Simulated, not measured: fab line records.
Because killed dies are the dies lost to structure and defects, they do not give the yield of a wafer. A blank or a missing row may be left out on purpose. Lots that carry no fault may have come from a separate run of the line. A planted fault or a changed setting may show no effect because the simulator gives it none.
Which of the tools did it? ; flow berkeleyCmos170 ; Sampling: 15 lots, 45 wafers, 4 of 331 route steps

WHAT THE GAUGES SHOWED, per wafer
UCB170_START_BOW_MEAS_00. Usual: INCOMING_BOW gives 0 um (standard deviation 6.4).
lot;measured;on;INCOMING_BOW (um);flag
L129;day 1 10:00;filmMetro-01;0 -3 -2;
L130;day 1 15:00;filmMetro-01;9 -2 -3;
L131;day 1 20:00;filmMetro-03;1 11 -9;
L132;day 2 01:00;filmMetro-03;4 7 8;
L133;day 2 06:02;filmMetro-03;5 -8 -14;
L134;day 2 11:00;filmMetro-03;0 9 5;
L135;day 2 16:01;filmMetro-03;-13 9 2;
L136;day 2 21:00;filmMetro-03;2 8 13;
L137;day 3 02:00;filmMetro-02;8 2 0;
L140;day 3 17:00;filmMetro-02;4 2 -8;
L142;day 4 03:01;filmMetro-02;-2 -8 11;
L143;day 4 08:00;filmMetro-03;-7 -4 8;
L146;day 4 23:01;filmMetro-03;9 15 6;
L147;day 5 04:02;filmMetro-01;4 -5 -1;
L148;day 5 09:01;filmMetro-03;0 0 -5;

UCB170_V1_CD_MEAS_12 targets a cd of 700 nm. Usual: cdNm reads 700.3 nm (standard deviation 1.3).
lot;measured;on;cdNm (nm);flag
L129;day 7 09:01;cdSem-01;699.3 701.7 701.3;
L130;day 7 09:34;cdSem-01;701.9 702.6 701.6;
L131;day 7 18:15;cdSem-01;698.9 699.7 700.8;
L132;day 8 08:22;cdSem-02;697.9 696.9 698.4;
L133;day 8 02:33;cdSem-01;701.9 700.7 700.0;
L134;day 8 02:13;cdSem-02;698.8 698.9 699.0;
L135;day 9 03:10;cdSem-02;697.5 697.7 699.0;
L136;day 9 03:25;cdSem-02;699.2 699.2 698.3;
L137;day 9 03:08;cdSem-01;698.7 701.0 700.4;
L140;day 9 16:50;cdSem-01;701.1 700.8 701.5;
L142;day 10 08:41;cdSem-02;701.4 699.6 701.2;
L143;day 10 08:54;cdSem-01;700.8 700.0 699.2;

WHAT TOOL EACH LOT RAN ON (gives the tool, then ch and the chambers of the sampled wafers, and finally the start)
lot;UCB170_CONTACT_CVD_01;UCB170_CONTACT_STRIP_06
L129;lpcvd-01 ch 0, day 6 18:03;plasmaAsher-01 ch 0,1, day 6 20:20
L130;lpcvd-01 ch 0, day 6 18:03;plasmaAsher-03 ch 0,1, day 6 20:20
L131;lpcvd-02 ch 1, day 7 03:10;plasmaAsher-02 ch 0,1, day 7 05:27
L132;lpcvd-01 ch 1, day 7 16:26;plasmaAsher-01 ch 0,1, day 7 18:43
L133;lpcvd-01 ch 0, day 7 14:38;plasmaAsher-03 ch 0,1, day 7 16:58
L134;lpcvd-02 ch 1, day 7 15:07;plasmaAsher-02 ch 0,1, day 7 17:24
L135;lpcvd-01 ch 1, day 8 14:37;plasmaAsher-02 ch 0,1, day 8 16:54
L136;lpcvd-01 ch 0, day 8 16:23;plasmaAsher-02 ch 0,1, day 8 18:42
L137;lpcvd-01 ch 1, day 8 16:23;plasmaAsher-01 ch 0, day 8 18:42
L140;lpcvd-02 ch 0, day 9 00:53;plasmaAsher-02 ch 0,1, day 9 03:25
L142;lpcvd-01 ch 0, day 9 19:51;plasmaAsher-03 ch 0,1, day 9 22:09
L143;lpcvd-02 ch 0, day 9 20:43;plasmaAsher-03 ch 0,1, day 9 23:01
L146;lpcvd-01 ch 1, day 10 17:39;-
L147;lpcvd-02 ch 1, day 10 18:08;-
L148;lpcvd-02 ch 0, day 11 03:32;-
- UCB170_CONTACT_CVD_01: deposits PSG from SiH4/O2/PH3, target thk 700 nm, time 2820 s.
- UCB170_CONTACT_STRIP_06: strips in O2.

AS READ BY THE TOOLS THEMSELVES (means over the sampled wafers that have a number; for cases with no such wafer, the mark the record gives instead)
UCB170_CONTACT_CVD_01. Usual: o2FlowSccm 89.97 sccm, standard deviation 0.25; ph3FlowSccm 25.00 sccm, standard deviation 0.06; spikeTcCentreC 453.0 C, standard deviation 1.1; spikeTcLoadC 467.2 C, standard deviation 2.5.
lot;tool;o2FlowSccm (sccm);ph3FlowSccm (sccm);spikeTcCentreC (C);spikeTcLoadC (C);flag
L129;lpcvd-01;90.02;25.05;452.8;465.1;
L130;lpcvd-01;89.87;25.06;452.5;465.5;
L131;lpcvd-02;89.92;25.01;453.1;471.2;
L132;lpcvd-01;89.78;25.01;452.1;465.4;
L133;lpcvd-01;90.07;25.00;453.0;465.5;
L134;lpcvd-02;90.23;25.04;453.1;470.8;
L135;lpcvd-01;89.99;25.00;452.1;464.6;
L136;lpcvd-01;90.10;24.94;452.6;466.3;
L137;lpcvd-01;90.05;24.93;452.2;465.3;
L140;lpcvd-02;89.95;25.01;453.3;468.4;
L142;lpcvd-01;89.83;25.01;453.4;464.2;
L143;lpcvd-02;89.79;25.05;453.6;468.9;
L146;lpcvd-01;-;-;-;-;OFF
L147;lpcvd-02;-;-;-;-;OFF
L148;lpcvd-02;-;-;-;-;OFF

UCB170_CONTACT_STRIP_06. Usual: drypumpMotorCurrentA 5.5 A, standard deviation 0.49; oesProductAu 0.734 a.u., standard deviation 0.0047; stripTimeToEndpointS 22.01 s, standard deviation 0.059.
lot;tool;drypumpMotorCurrentA (A);oesProductAu (a.u.);stripTimeToEndpointS (s);flag
L129;plasmaAsher-01;6.2;0.738;22.00;
L130;plasmaAsher-03;5.2;0.736;22.02;
L131;plasmaAsher-02;5.5;0.737;22.03;
L132;plasmaAsher-01;6.2;0.735;22.07;
L133;plasmaAsher-03;5.2;0.733;22.12;
L134;plasmaAsher-02;5.4;0.736;22.00;
L135;plasmaAsher-02;5.2;0.731;21.99;
L136;plasmaAsher-02;5.4;0.733;22.01;
L137;plasmaAsher-01;6.1;0.734;22.05;
L140;plasmaAsher-02;5.2;0.738;21.90;
L142;plasmaAsher-03;5.2;0.732;21.98;
L143;plasmaAsher-03;5.2;0.731;22.02;

THE ANSWER, worked out from the rows above alone
Rule: lot off if the mean of its wafers having a number is beyond 3 standard deviations from the usual mean. A lot without any number at a reading at which 4 lots or more have one is off too. All remaining lots with rows at the step are treated as sound. After the gauges, taken in route order, come the tools' own readings; for these a lot's mean is taken, as printed above. At the first step where some lot is off, the reading lying furthest off is the one used; lots without a number count as furthest.
Off at UCB170_CONTACT_CVD_01 (o2FlowSccm): L146, L147, L148. Without a number there: L146, L147, L148.
A tool fits if, at that step or a process step before it, it ran every lot that is off, and no sound lot after the first of them. None of those tried fits.

WHAT HAD BEEN PUT IN BY THE SIMULATOR
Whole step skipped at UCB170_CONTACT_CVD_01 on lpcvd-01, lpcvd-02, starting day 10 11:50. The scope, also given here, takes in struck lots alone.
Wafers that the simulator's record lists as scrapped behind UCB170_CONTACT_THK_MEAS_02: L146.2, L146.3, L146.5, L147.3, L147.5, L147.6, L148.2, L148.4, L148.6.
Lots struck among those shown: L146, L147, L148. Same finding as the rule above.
